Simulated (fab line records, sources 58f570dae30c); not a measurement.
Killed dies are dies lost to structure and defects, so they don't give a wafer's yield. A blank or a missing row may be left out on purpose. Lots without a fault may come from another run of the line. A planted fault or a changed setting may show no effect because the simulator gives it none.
One fault seen from 2 desks | flow berkeley_cmos170 | each desk has only its own numbers; what lay behind them comes last

THE TOOL OWNER'S DESK: rie_si-02
The tool's own readings at UCB170_GATE_ETCH_15 (etches poly-Si in HBr/Cl2, stops on SiO2, time 56.3 s, target depth 278.2 nm): means of the sampled wafers that have a number, for each lot that ran on this tool. A lot is out of limits, marked OUT, if its mean lies more than 4 standard deviations from the usual mean; the brackets give that distance.
Columns: A = drypump_motor_current_A at UCB170_GATE_ETCH_15, usual 5.7 A; B = oes_product_au at UCB170_GATE_ETCH_15, usual 0.831 a.u.; C = throttle_valve_pct at UCB170_GATE_ETCH_15, usual 26.41 %
lot  | first seen here | A   | B                | C
L306 | day 6 21:04     | 5.9 | 0.830            | 26.35
L311 | day 7 22:17     | 5.9 | 0.825            | 26.35
L312 | day 8 07:29     | 5.6 | 0.839            | 26.53
L318 | day 10 00:45    | 5.6 | 0.931 (+5.9) OUT | 26.73
L320 | day 10 12:43    | 5.7 | 0.944 (+6.6) OUT | 26.65
L322 | day 10 20:07    | 5.8 | 0.953 (+7.2) OUT | 26.43
This desk's finding: out of limits on L318, L320, L322; first on L318, day 10 00:45 (oes_product_au at UCB170_GATE_ETCH_15). In limits: L306, L311, L312.

THE METROLOGY DESK
What the gauges read, lot by lot, whatever tool the lot ran on: means of the sampled wafers that have a number. A lot is out of limits, marked OUT, if its mean lies more than 4 standard deviations from the usual mean; the brackets give that distance.
Columns: A = GATE_POLY_THK at UCB170_GATE_THK_MEAS_05, usual 214.1 nm; B = cd_nm at UCB170_GATE_CD_MEAS_12, usual 349.7 nm; C = GATE_OVL at UCB170_GATE_OVL_MEAS_13, usual 3 nm
lot  | first seen here | A     | B     | C
L306 | day 6 19:21     | 213.9 | 350.1 | 10
L311 | day 7 20:41     | 212.6 | 348.0 | 7
L312 | day 8 05:30     | 217.0 | 350.4 | 3
L318 | day 9 23:16     | 211.8 | 348.3 | -2
L320 | day 10 11:26    | 214.1 | 349.9 | 0
L322 | day 10 18:35    | 213.9 | 353.6 | 5
L328 | day 12 01:30    | 211.3 | 349.2 | 9
This desk's finding: nothing out of limits on any of the 7 lots.

PUT TOGETHER
The tool owner's desk could have raised an alarm at day 10 00:45, on L318, L320, L322.
The metrology desk saw nothing out of limits.
The metrology desk has L318, L320, L322 on record, within its limits.
Of the lots named, all ran UCB170_GATE_ETCH_15 on rie_si-02.

WHAT THE SIMULATOR HAD PUT IN
Process parameter drift: rie_si-02, from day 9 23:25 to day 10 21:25, at UCB170_GATE_ETCH_15. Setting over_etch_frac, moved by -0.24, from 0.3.
Lots struck among those shown: L318, L320, L322.
Hours from the fault's start to each desk's first reading out of limits: the tool owner's desk, 1.
